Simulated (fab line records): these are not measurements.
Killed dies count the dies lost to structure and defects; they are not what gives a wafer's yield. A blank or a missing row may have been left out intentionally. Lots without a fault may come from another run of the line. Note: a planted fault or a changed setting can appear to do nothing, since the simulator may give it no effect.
Which tool is to blame? ; flow ritCmos ; 42 wafers from 14 lots sampled at 6 of the route's 202 steps

== WHAT EACH GAUGE READ, for each wafer ==
RIT_FOX2_THK_MEAS_01. Usual: FOX2_OXIDE_THK 353 nm, standard deviation 6.7.
lot;measured;on;FOX2_OXIDE_THK (nm);flag
L929;day 1 18:43;filmMetro-04;343 337 337;
L930;day 1 23:36;filmMetro-01;345 350 351;
L931;day 2 04:20;filmMetro-01;360 356 364;
L935;day 3 00:27;filmMetro-03;356 352 351;
L936;day 3 06:35;filmMetro-04;353 360 362;
L937;day 3 11:42;filmMetro-03;352 353 355;
L938;day 3 15:29;filmMetro-04;353 357 354;
L940;day 4 01:32;filmMetro-03;355 359 363;
L942;day 4 11:23;filmMetro-04;371 366 363;
L944;day 4 22:02;filmMetro-03;357 349 348;
L946;day 5 07:32;filmMetro-03;348 352 347;
L949;day 6 03:42;filmMetro-03;350 345 350;
L950;day 6 05:18;filmMetro-04;349 347 351;
L952;day 6 18:23;filmMetro-01;359 353 359;

RIT_PRETRO_OVL_MEAS_06. Usual: PRETRO_OVL 0.4 nm, standard deviation 1.5.
lot;measured;on;PRETRO_OVL (nm);flag
L929;day 2 06:43;overlay-01;0.9 -0.2 -0.8;
L930;day 2 11:34;overlay-02;-0.1 -0.3 -0.5;
L931;day 2 16:25;overlay-01;-0.5 -0.3 0.3;
L935;day 3 12:53;overlay-01;1.7 1.8 3.0;
L936;day 3 18:41;overlay-02;2.0 1.3 1.1;
L937;day 3 23:46;overlay-02;-2.1 0.9 -2.3;
L938;day 4 03:46;overlay-01;1.4 0.1 0.7;
L940;day 4 14:00;overlay-02;-1.8 -0.7 -0.2;
L942;day 4 23:44;overlay-02;-0.7 -2.5 -1.0;
L944;day 5 10:55;overlay-01;1.8 0.3 1.0;
L946;day 5 20:16;overlay-02;-3.0 -1.3 -0.9;
L949;day 6 15:50;overlay-01;1.5 4.3 2.0;
L950;day 6 17:50;overlay-02;-0.7 1.2 1.1;
L952;day 7 06:31;overlay-02;-2.4 -1.5 -1.5;

RIT_SDANNEAL_RS_MEAS_04: uses a four-point probe to measure. Usual: PSD_RS 115.95 ohm/sq, standard deviation 0.26.
lot;measured;on;PSD_RS (ohm/sq);flag
L929;day 3 01:27;filmMetro-02;115.77 116.07 116.21;
L930;day 3 07:05;filmMetro-01;115.99 116.00 115.90;
L931;day 3 13:08;filmMetro-03;116.05 115.82 115.73;
L935;day 4 07:33;filmMetro-01;119.12 118.43 118.46;OFF
L936;day 4 15:20;filmMetro-01;116.04 115.89 115.86;
L937;day 4 17:55;filmMetro-03;118.70 118.28 118.12;OFF
L938;day 4 22:02;filmMetro-01;116.51 116.11 116.12;
L940;day 5 10:43;filmMetro-02;115.88 116.22 116.21;
L942;day 5 18:28;filmMetro-01;115.57 115.93 115.74;
L944;day 6 07:38;filmMetro-02;115.82 115.74 115.70;
L946;day 6 17:05;filmMetro-02;115.55 115.71 115.43;
L949;day 7 14:17;filmMetro-03;115.55 115.94 115.55;
L950;day 7 14:23;filmMetro-02;115.75 115.70 116.18;
L952;day 8 03:22;filmMetro-01;116.16 115.72 115.97;

RIT_SDANNEAL_RS_MEAS_06: uses a four-point probe to measure. Usual: PLDD_RS 178.6 ohm/sq, standard deviation 0.46.
lot;measured;on;PLDD_RS (ohm/sq);flag
L929;day 3 01:41;filmMetro-02;178.0 178.6 179.0;
L930;day 3 07:20;filmMetro-01;178.5 178.7 177.7;
L931;day 3 13:22;filmMetro-03;178.8 178.0 178.0;
L935;day 4 07:47;filmMetro-01;181.8 180.6 181.0;OFF
L936;day 4 15:35;filmMetro-01;178.8 178.2 178.5;
L937;day 4 18:09;filmMetro-03;181.6 181.7 182.1;OFF
L938;day 4 22:17;filmMetro-01;179.6 179.4 178.9;
L940;day 5 10:58;filmMetro-02;178.5 178.7 178.4;
L942;day 5 18:43;filmMetro-01;178.0 179.0 178.6;
L944;day 6 07:52;filmMetro-02;178.9 178.4 178.8;
L946;day 6 17:19;filmMetro-02;177.3 177.5 177.4;
L949;day 7 14:31;filmMetro-03;178.4 178.8 178.4;
L950;day 7 14:37;filmMetro-02;178.6 178.8 178.3;
L952;day 8 03:36;filmMetro-01;179.1 178.6 178.9;

RIT_M1_BOW_MEAS_16. Usual: M1_BOW 17 um, standard deviation 6.9.
lot;measured;on;M1_BOW (um);flag
L929;day 3 08:56;filmMetro-03;17 25 24;
L930;day 3 15:29;filmMetro-03;18 18 21;
L931;day 3 20:28;filmMetro-01;25 24 18;
L935;day 4 15:08;filmMetro-03;8 14 19;
L936;day 4 22:47;filmMetro-02;21 -4 29;
L937;day 5 02:33;filmMetro-03;22 13 23;
L938;day 5 05:26;filmMetro-03;13 23 24;
L940;day 5 18:50;filmMetro-02;15 29 34;
L942;day 6 05:14;filmMetro-01;21 6 9;
L944;day 6 15:47;filmMetro-03;7 11 17;
L946;day 7 00:30;filmMetro-01;23 31 16;
L949;day 7 21:34;filmMetro-01;12 26 10;
L950;day 7 22:15;filmMetro-03;24 19 13;
L952;day 8 10:32;filmMetro-01;13 16 13;

== WHAT TOOL EACH LOT RAN ON (gives the tool, then ch and the chambers of the sampled wafers, and finally the start) ==
lot;RIT_SDANNEAL_RTA_03
L929;rtpAnneal-02 ch 0, day 3 01:23
L930;rtpAnneal-01 ch 0, day 3 07:02
L931;rtpAnneal-02 ch 0, day 3 13:04
L935;rtpAnneal-02 ch 0, day 4 07:29
L936;rtpAnneal-01 ch 0, day 4 15:17
L937;rtpAnneal-02 ch 0, day 4 17:51
L938;rtpAnneal-01 ch 0, day 4 21:59
L940;rtpAnneal-01 ch 0, day 5 10:40
L942;rtpAnneal-01 ch 0, day 5 18:24
L944;rtpAnneal-01 ch 0, day 6 07:33
L946;rtpAnneal-01 ch 0, day 6 17:01
L949;rtpAnneal-01 ch 0, day 7 14:13
L950;rtpAnneal-02 ch 0, day 7 14:20
L952;rtpAnneal-02 ch 0, day 8 03:18
- RIT_SDANNEAL_RTA_03: time 5 s.

== WHAT THE TOOLS THEMSELVES READ (means of the sampled wafers that have a number; where no wafer has one, the mark that the record gives instead) ==
RIT_SDANNEAL_RTA_03. Usual: wafer_temp_C_max at 1053.5, with a standard deviation of 1.1.
lot;tool;wafer_temp_C_max;flag
L929;rtpAnneal-02;1053.9;
L930;rtpAnneal-01;1053.7;
L931;rtpAnneal-02;1053.6;
L935;rtpAnneal-02;1053.9;
L936;rtpAnneal-01;1053.8;
L937;rtpAnneal-02;1052.8;
L938;rtpAnneal-01;1053.7;
L940;rtpAnneal-01;1052.4;
L942;rtpAnneal-01;1054.6;
L944;rtpAnneal-01;1054.2;
L946;rtpAnneal-01;1054.1;
L949;rtpAnneal-01;1052.9;
L950;rtpAnneal-02;1053.3;
L952;rtpAnneal-02;1054.1;

== THE ANSWER, worked out from the rows above alone ==
Rule: take the mean of a lot's wafers that have a number; if it is more than 3 standard deviations from the usual mean, the lot is off. A lot without any number at a reading at which 4 lots or more have one is off too. Where the step has rows for the other lots, those lots are counted as sound. Order of review: gauges by route order, followed by the tools' own readings, for which a lot's mean as printed above is used. The first step at which some lot is off is used, and at that step the reading that is off furthest; a lot without a number counts as furthest.
Off: at RIT_SDANNEAL_RS_MEAS_04 (PSD_RS), L935, L937.
A tool fits if, at a process step before that reading, it ran every lot that is off, and no sound lot after the first of them. The gauges at RIT_SDANNEAL_RS_MEAS_04 are tried like those tools. Not one of the candidates tried fits.

== WHAT THE SIMULATOR HAD INSERTED ==
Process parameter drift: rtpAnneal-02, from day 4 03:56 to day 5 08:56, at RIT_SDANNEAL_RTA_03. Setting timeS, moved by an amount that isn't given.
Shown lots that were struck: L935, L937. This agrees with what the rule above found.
